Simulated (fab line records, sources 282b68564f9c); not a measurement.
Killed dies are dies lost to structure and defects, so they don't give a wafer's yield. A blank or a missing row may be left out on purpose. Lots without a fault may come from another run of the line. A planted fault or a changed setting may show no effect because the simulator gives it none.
One fault seen from 2 desks | flow rit_cmos | each desk has only its own numbers; what lay behind them comes last

THE TOOL OWNER'S DESK: pvd_sputter-01
The tool's own readings at RIT_M1_SPUTTER_00 (material Al, target thk 400 nm, time 487 s): means of the sampled wafers that have a number, for each lot that ran on this tool. A lot is out of limits, marked OUT, if its mean lies more than 4 standard deviations from the usual mean; the brackets give that distance.
Columns: A = throttle_valve_pct at RIT_M1_SPUTTER_00, usual 29.7 %
lot  | first seen here | A
L552 | day 3 06:59     | 28.8
L556 | day 4 03:06     | 29.2
L558 | day 4 12:53     | 29.9
L560 | day 4 22:40     | 29.8
L562 | day 5 07:50     | 30.0
This desk's finding: nothing out of limits on any of the 5 lots.

THE METROLOGY DESK
What the gauges read, lot by lot, whatever tool the lot ran on: means of the sampled wafers that have a number. A lot is out of limits, marked OUT, if its mean lies more than 4 standard deviations from the usual mean; the brackets give that distance.
Columns: A = SILICIDE_TI_RS at RIT_SILICIDE_RS_MEAS_02, usual 48.1 ohm/sq; B = M1_AL_RS at RIT_M1_RS_MEAS_01, usual 0.0750 ohm/sq; C = M1_AL_THK at RIT_M1_THK_MEAS_02, usual 388 nm
lot  | first seen here | A    | B                 | C
L552 | day 3 04:16     | 47.6 | 0.0753            | 383
L555 | day 3 21:58     | 48.7 | 0.0763            | 383
L556 | day 4 00:31     | 48.1 | 0.0756            | 386
L558 | day 4 10:10     | 47.4 | 0.0740            | 393
L560 | day 4 19:56     | 49.2 | 0.0666 (-7.6) OUT | 434 (+8.0) OUT
L562 | day 5 05:05     | 48.0 | 0.0670 (-7.3) OUT | 435 (+8.3) OUT
L563 | day 5 14:10     | 48.9 | 0.0747            | 390
L565 | day 6 01:09     | 47.8 | 0.0749            | 386
L566 | day 6 04:00     | 49.0 | 0.0749            | 390
L567 | day 6 07:41     | 48.1 | 0.0746            | 389
L568 | day 6 11:28     | 48.8 | 0.0751            | 385
L571 | day 7 03:33     | 48.2 | 0.0739            | 393
L573 | day 7 16:20     | 47.4 | 0.0753            | 385
L575 | day 8 03:13     | 47.2 | 0.0735            | 397
This desk's finding: out of limits on L560, L562; first on L560, day 4 23:00 (M1_AL_RS at RIT_M1_RS_MEAS_01). In limits: L552, L555, L556, L558, L563, L565, L566, L567, L568, L571, L573, L575.

PUT TOGETHER
The metrology desk could have raised an alarm at day 4 23:00, on L560, L562.
The tool owner's desk saw nothing out of limits.
The tool owner's desk has L560, L562 on record, within its limits.
Of the lots named, all ran RIT_M1_SPUTTER_00 on pvd_sputter-01.

WHAT THE SIMULATOR HAD PUT IN
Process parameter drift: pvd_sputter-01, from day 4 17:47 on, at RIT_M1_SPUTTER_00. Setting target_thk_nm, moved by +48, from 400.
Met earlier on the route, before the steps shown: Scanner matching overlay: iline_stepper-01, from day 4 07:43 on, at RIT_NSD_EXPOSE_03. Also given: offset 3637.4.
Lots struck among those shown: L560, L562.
Hours from the fault's start to each desk's first reading out of limits: the metrology desk, 5.
